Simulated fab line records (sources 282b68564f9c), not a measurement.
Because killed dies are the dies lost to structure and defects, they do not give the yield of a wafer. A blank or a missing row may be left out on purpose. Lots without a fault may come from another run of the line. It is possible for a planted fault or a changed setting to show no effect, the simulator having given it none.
Split-lot experiment	flow rit-cmos	5 lots, 23 wafers read, on a route of 202 steps

## THE SPLIT
At RIT_M1_EXPOSE_06 (exposes mask M12, target cd 2600 nm), the setting dose-mj was moved away from the recipe's 250 on 6 of the 23 wafers read, by -6.4% to +7.2%. This setting was run at the recipe's value on the other wafers.

## FROM THE SPLIT TO THE READING: what the file shows between them, 7 steps
- RIT_M1_PEB_07
- RIT_M1_DEVELOP_08: develop time 70.99 s
- RIT_M1_CD_MEAS_09: target cd 2600 nm
- RIT_M1_HARDBAKE_11: time 120 s
- RIT_M1_METAL_ETCH_12: etches Al in Cl2/BCl3, stops on SiO2, time 165 s, target depth 600 nm
- RIT_M1_STRIP_13: strips in nmp, time 600 s
- RIT_M1_STRIP_14: strips in O2, time 180 s

## THE READING
Shown in nm: cd-nm at RIT_M1_CD_MEAS_90, with target cd 2600 nm. On this fab line, fault-free wafers typically give 2599.5 nm with a standard deviation of 2.6 nm.

wafer	tool, chamber at the split	dose-mj as run	against the recipe	cd-nm, nm	against lot-mates on the recipe
L075.2	iline-stepper-01, 0	250	recipe	2599.3	-
L075.3	iline-stepper-01, 0	250	recipe	2598.7	-
L075.4	iline-stepper-01, 0	250	recipe	2598.8	-
L075.5	iline-stepper-01, 0	250	recipe	2597.8	-
L075.6	iline-stepper-01, 0	250	recipe	2599.3	-
L080.1	iline-stepper-01, 0	250	recipe	2599.0	-
L080.5	iline-stepper-01, 0	250	recipe	2602.0	-
L080.6	iline-stepper-01, 0	250	recipe	2602.4	-
L081.1	iline-stepper-01, 0	259.6	+3.8%	2584.5	-11.4
L081.2	iline-stepper-01, 0	259.6	+3.8%	2584.5	-11.4
L081.3	iline-stepper-01, 0	250	recipe	2596.2	-
L081.4	iline-stepper-01, 0	250	recipe	2593.8	-
L081.5	iline-stepper-01, 0	250	recipe	2597.7	-
L082.1	iline-stepper-01, 0	250	recipe	2594.2	-
L082.2	iline-stepper-01, 0	250	recipe	2595.1	-
L082.3	iline-stepper-01, 0	268.1	+7.2%	2574.2	-19.8
L082.5	iline-stepper-01, 0	268.1	+7.2%	2573.8	-20.2
L082.6	iline-stepper-01, 0	250	recipe	2592.7	-
L085.1	iline-stepper-01, 0	234	-6.4%	2618.0	+16.9
L085.2	iline-stepper-01, 0	234	-6.4%	2616.3	+15.2
L085.3	iline-stepper-01, 0	250	recipe	2601.1	-
L085.4	iline-stepper-01, 0	250	recipe	2601.7	-
L085.6	iline-stepper-01, 0	250	recipe	2600.5	-

THE FIT
A straight line over all 23 wafers: cd-nm changes by -3.22 nm for each +1% of dose-mj; r = -0.97; the points scatter about the line by 2.7 nm.
The same after taking each lot's own level away (the mean of its wafers on the recipe; 23 wafers): -2.68 nm for each +1%; r = -0.99; scatter 1.1 nm.
On that fit, the largest move of dose-mj shifts the reading by 19 nm.
The lots' own levels span 2594.00 to 2601.13 nm, that is 2.7 times the standard deviation above.
So the slope is not independent of the lot-to-lot level: the two fits are not the same.
Check: -19.6 nm against its lot-mates is what the line predicts for one of the wafers moved furthest among these (+7.2%) when that wafer is left out of the fit. Against them it came out at -19.8 nm.

## THE WHOLE CHAIN: every reading that the file lists as answering this split, in the file's order
step	what it does	reading	change (the file's fit)	r (the file's)
RIT_M1_DEVELOP_08	develop time 70.99 s	M1.cd-nm (the simulator's own value, which no gauge read)	-2.74 nm for each +1% of the setting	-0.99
RIT_M1_CD_MEAS_09	target cd 2600 nm	cd-nm	-2.72 nm for each +1% of the setting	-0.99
RIT_M1_CD_MEAS_90	target cd 2600 nm	cd-nm	-2.69 nm for each +1% of the setting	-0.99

## FILE'S OWN FIT
cd-nm changes by -2.69 nm for each +1% of dose-mj, r = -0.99.
